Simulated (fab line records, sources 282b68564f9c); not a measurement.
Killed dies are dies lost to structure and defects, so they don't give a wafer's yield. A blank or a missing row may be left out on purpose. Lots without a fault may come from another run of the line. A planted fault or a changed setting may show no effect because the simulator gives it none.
A struck lot beside a sound one | flow rit_cmos | 15 steps out of a route of 202
Sound: wafers L808.2, L808.4, L808.5. Struck: wafers L815.2, L815.3, L815.4. The cause comes at the end.
At each step with rows: each side's tool, then ch and its chambers, then its first start. Under that, the readings that differ: sound wafers | struck wafers | difference of the means | sigmas: that difference in standard deviations of wafers without a fault.
alike: readings whose means differ by less than 2 such deviations, and words and numbers that are the same on both sides. not compared: withheld readings, readings that some wafer has no value for, bounds like >300 that may hide the same value, and numbers for which the record gives no deviation and whose values overlap.
The two part at a step that has a row with sigmas, a row that says differs or no value, or rows on one side only. Numbers that don't overlap but have no deviation are shown without sigmas and don't part them. A reading that every wafer of one side lacks parts them only if that side has two wafers or more.

RIT_PLDD_TW_MEAS_10:
  sound on film_metro-02, day 3 17:56; struck on film_metro-01, day 5 16:58
  alike: PLDD_TW
then, 4 steps without rows for these wafers: RIT_SPACER_CLEAN_00 (cleans in SC1, time 600 s); RIT_SPACER_CLEAN_01 (cleans in dHF, time 30 s); RIT_SPACER_CLEAN_02 (cleans in SC2, time 600 s); RIT_SPACER_CVD_03 (deposits Si3N4 from SiH2Cl2/NH3, target thk 250 nm, time 3300 s).
RIT_SPACER_THK_MEAS_04:
  sound on film_metro-03, day 3 20:18; struck on film_metro-02, day 5 19:19
  alike: SPACER_NITRIDE_THK
RIT_SPACER_ETCHBACK_05: etches Si3N4 in SF6/CHF3, stops on SiO2, target depth 250 nm, time 240 s.
  sound on rie_diel-02 ch 1,3, day 3 20:21; struck on rie_diel-03 ch 0,1,3, day 5 19:22
  alike: drypump_motor_current_A, oes_product_au, throttle_valve_pct
  not compared: rf_hours_counter_h
then, 5 steps without rows for these wafers: RIT_NSD_HMDS_00 (prime time 60 s); RIT_NSD_COAT_01 (resist thk 1000 nm); RIT_NSD_SOFTBAKE_02 (time 60 s); RIT_NSD_EXPOSE_03 (exposes mask M9, target cd 40700 nm); RIT_NSD_PEB_04.
RIT_NSD_DEVELOP_05: develop time 50 s.
  sound on litho_track-03 ch 0, day 3 21:00; struck on litho_track-03 ch 0, day 5 20:00
  reading              | sound             | struck            | difference | sigmas
  developer_temp_C (C) | 23.21 23.07 23.05 | 22.13 22.12 22.05 | -1.01      | -9
RIT_NSD_OVL_MEAS_06:
  sound on overlay-01, day 3 21:32; struck on overlay-01, day 5 20:22
  alike: NSD_OVL
RIT_M1_PROBE_99:
  sound on prober-01, day 4 07:34; struck on prober-01, day 6 06:54
  reading            | sound | struck | difference | sigmas
  killed_at_M0_to_M3 | 0 0 0 | 0 0 1  | +0         | +3
  killed_open        | 9 6 9 | 1 4 4  | -5         | -2
  alike: killed_at_contacts, killed_at_front_end, killed_dies, killed_short

WHERE THEY PART
First at RIT_NSD_DEVELOP_05; last, within this record, at RIT_M1_PROBE_99.

WHY: what the simulator had put in
Process parameter drift: litho_track-03, from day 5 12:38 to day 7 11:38, at RIT_NSD_DEVELOP_05. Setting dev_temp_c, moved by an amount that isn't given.
